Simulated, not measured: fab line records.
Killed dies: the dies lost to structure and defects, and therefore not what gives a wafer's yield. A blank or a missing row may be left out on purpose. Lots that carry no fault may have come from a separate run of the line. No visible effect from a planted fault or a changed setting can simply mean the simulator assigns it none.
The tool behind it: which one? ; flow rit cmos ; 14 lots, 42 wafers sampled, at 2 steps of a route of 202

## WHAT THE GAUGES READ, wafer by wafer
RIT_CONTACT_CD_MEAS_08: target cd 1000 nm. Usual: cd nm 999.9 nm, standard deviation 2.2.
lot;measured;on;cd nm (nm);flag
L789;day 3 07:50;cd sem-02;1000.6 1000.8 999.7;
L790;day 3 14:42;cd sem-01;996.0 996.8 997.5;
L791;day 3 20:59;cd sem-01;1001.4 1001.9 1000.5;
L792;day 4 00:34;cd sem-01;998.0 997.2 996.7;
L793;day 4 03:52;cd sem-02;1000.7 1001.2 1001.8;
L795;day 4 15:23;cd sem-02;999.3 999.0 997.0;
L796;day 4 21:11;cd sem-02;1001.1 1000.0 998.4;
L797;day 5 00:29;cd sem-01;1000.8 999.4 997.8;
L798;day 5 06:04;cd sem-02;1003.2 1001.9 1002.5;
L799;day 5 11:08;cd sem-01;995.7 995.9 996.8;
L800;day 5 20:39;cd sem-02;998.3 999.6 1001.3;
L801;day 5 22:42;cd sem-01;999.4 999.3 997.8;
L808;day 7 08:25;cd sem-01;1011.6 1010.0 1010.0;OFF
L809;day 7 12:31;cd sem-01;1010.2 1014.8 1013.1;OFF

## TOOL THAT RAN EACH LOT (tool first, then ch and the chambers of the sampled wafers, then the start)
lot;RIT_CONTACT_DEVELOP_07
L789;litho track-02 ch 0, day 3 07:00
L790;litho track-02 ch 0, day 3 14:00
L791;litho track-01 ch 0, day 3 20:00
L792;litho track-01 ch 0, day 4 00:00
L793;litho track-02 ch 0, day 4 03:00
L795;litho track-03 ch 0, day 4 15:00
L796;litho track-03 ch 0, day 4 21:00
L797;litho track-01 ch 0, day 5 00:00
L798;litho track-02 ch 0, day 5 05:00
L799;litho track-01 ch 0, day 5 10:00
L800;litho track-02 ch 0, day 5 20:00
L801;litho track-02 ch 0, day 5 22:00
L808;litho track-02 ch 0, day 7 08:00
L809;litho track-02 ch 0, day 7 12:00
- RIT_CONTACT_DEVELOP_07: develop time 120 s.

## WHAT THE TOOLS THEMSELVES READ (means of the sampled wafers that have a number; where no wafer has one, the mark that the record gives instead)
The record holds no such reading with a usual standard deviation.

## THE ANSWER, worked out from the rows above alone
Rule: lot off if the mean of its wafers having a number is beyond 3 standard deviations from the usual mean. Also off: a lot with no number at a reading for which 4 or more lots have one. The other lots that the step has rows for count as sound. The gauges are gone through in route order, then the tools' own readings, and for those a lot's mean is taken as printed above. At the first step where some lot is off, the reading lying furthest off is the one used; lots without a number count as furthest.
Off: L808, L809 (RIT_CONTACT_CD_MEAS_08, cd nm).
If a tool, at a process step before that reading, ran all the lots that are off and no sound lot after the first of them, it fits. The gauges at RIT_CONTACT_CD_MEAS_08 are tried like those tools. Can't be told from this: 2 tools fit, litho track-02 at RIT_CONTACT_DEVELOP_07, cd sem-01 at RIT_CONTACT_CD_MEAS_08.

## WHAT THE SIMULATOR HAD INSERTED
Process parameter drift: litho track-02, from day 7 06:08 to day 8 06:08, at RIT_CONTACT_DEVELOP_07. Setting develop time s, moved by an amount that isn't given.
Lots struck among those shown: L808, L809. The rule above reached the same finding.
